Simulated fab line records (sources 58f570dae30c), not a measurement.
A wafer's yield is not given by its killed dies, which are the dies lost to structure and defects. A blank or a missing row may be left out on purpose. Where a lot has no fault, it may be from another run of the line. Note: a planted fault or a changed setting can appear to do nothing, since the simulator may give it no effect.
The tool behind it: which one? -- flow berkeley_cmos170 -- 14 lots with 42 wafers sampled at 3 steps, on a route of 331 steps

== WHAT THE GAUGES READ, wafer by wafer ==
UCB170_ACTIVE_CD_MEAS_90: the cd target is 1200 nm.
lot,measured,on,cd_nm (nm)
L946,day 4 21:01,cd_sem-01,1202.3 1200.3 1201.0
L947,day 5 05:07,cd_sem-01,1202.7 1201.1 1202.6
L948,day 5 19:20,cd_sem-01,1202.7 1202.0 1202.1
L953,day 6 11:25,cd_sem-02,1199.8 1201.8 1200.1
L954,day 6 11:09,cd_sem-01,1196.6 1197.1 1197.2
L956,day 6 23:03,cd_sem-02,1199.8 1199.3 1198.9
L962,day 8 19:35,cd_sem-02,1199.9 1199.2 1199.5
L963,day 8 20:10,cd_sem-02,1200.1 1198.1 1199.3
L964,day 8 20:06,cd_sem-01,1201.6 1199.7 1200.0
L965,day 8 19:53,cd_sem-02,1198.8 1198.3 1199.2
L966,day 9 03:59,cd_sem-02,1201.1 1199.8 1200.5
L967,day 9 04:15,cd_sem-02,1198.3 1199.4 1198.1
L968,day 9 21:14,cd_sem-02,1200.8 1201.8 1201.0
L969,day 9 21:16,cd_sem-01,1202.3 1202.7 1201.3

UCB170_SACOX_THK_MEAS_02.
lot,measured,on,SACOX_OXIDE_THK (nm)
L946,day 6 01:52,film_metro-04,13.76 13.75 13.82
L947,day 6 01:52,film_metro-03,14.39 14.13 14.04
L948,day 6 15:44,film_metro-01,14.19 14.48 14.22
L953,day 7 14:10,film_metro-03,14.33 14.51 14.54
L954,day 7 14:09,film_metro-01,14.73 14.61 14.68
L956,day 8 02:02,film_metro-03,14.54 14.47 14.54
L962,day 9 19:04,film_metro-01,14.12 14.14 14.35
L963,day 9 19:04,film_metro-04,14.74 14.63 14.60
L964,day 9 19:04,film_metro-03,14.69 14.62 14.44
L965,day 9 19:07,film_metro-01,14.57 14.52 14.63
L966,day 10 04:18,film_metro-01,14.65 14.85 14.70
L967,day 10 04:19,film_metro-03,14.64 14.54 14.39
L968,day 10 23:35,film_metro-03,14.83 14.55 14.55
L969,day 10 23:34,film_metro-04,14.31 14.04 14.31

== WHICH TOOL RAN EACH LOT (tool, then ch and the chambers of the sampled wafers, then the start) ==
lot,UCB170_NWELL_OXIDATION_01
L946,"furnace-02 ch 0, day 1 22:38"
L947,"furnace-01 ch 0, day 2 06:05"
L948,"furnace-01 ch 0, day 2 13:02"
L953,"furnace-01 ch 0, day 3 16:46"
L954,"furnace-01 ch 0, day 3 16:46"
L956,"furnace-04 ch 0, day 4 03:46"
L962,"furnace-02 ch 0, day 5 16:10"
L963,"furnace-04 ch 0, day 5 22:50"
L964,"furnace-04 ch 0, day 5 22:50"
L965,"furnace-04 ch 0, day 5 22:50"
L966,"furnace-01 ch 0, day 6 07:51"
L967,"furnace-01 ch 0, day 6 07:51"
L968,"furnace-02 ch 0, day 6 14:31"
L969,"furnace-04 ch 0, day 6 21:19"
- UCB170_NWELL_OXIDATION_01: target thk 26.4 nm, ox time 1260 s.

== WHAT THE TOOLS THEMSELVES READ (means of the sampled wafers that have a number; where no wafer has one, the mark that the record gives instead) ==
The record holds no such reading with a usual standard deviation.

== THE ANSWER, worked out from the rows above alone ==
Rule: the usual values come from the lots themselves. The widest of any qualifying gaps counts: lots, ordered by their means at a reading, are off when they make up no more than a third of the lots, leave a main group of 4 or more, and stand apart from it by 3 or more times the standard deviation of that group's means. A main group is skipped when, at the precision printed for the reading in the tables above, its means are all equal. Also off: a lot with no number at a reading for which 4 or more lots have one. The other lots that the step has rows for count as sound. After the gauges, taken in route order, come the tools' own readings; for these a lot's mean is taken, as printed above. At the first step where some lot is off, the reading lying furthest off is the one used; lots without a number count as furthest.
No lot is off on any of the readings shown, so nothing can be concluded from this.

== WHAT THE SIMULATOR HAD INSERTED ==
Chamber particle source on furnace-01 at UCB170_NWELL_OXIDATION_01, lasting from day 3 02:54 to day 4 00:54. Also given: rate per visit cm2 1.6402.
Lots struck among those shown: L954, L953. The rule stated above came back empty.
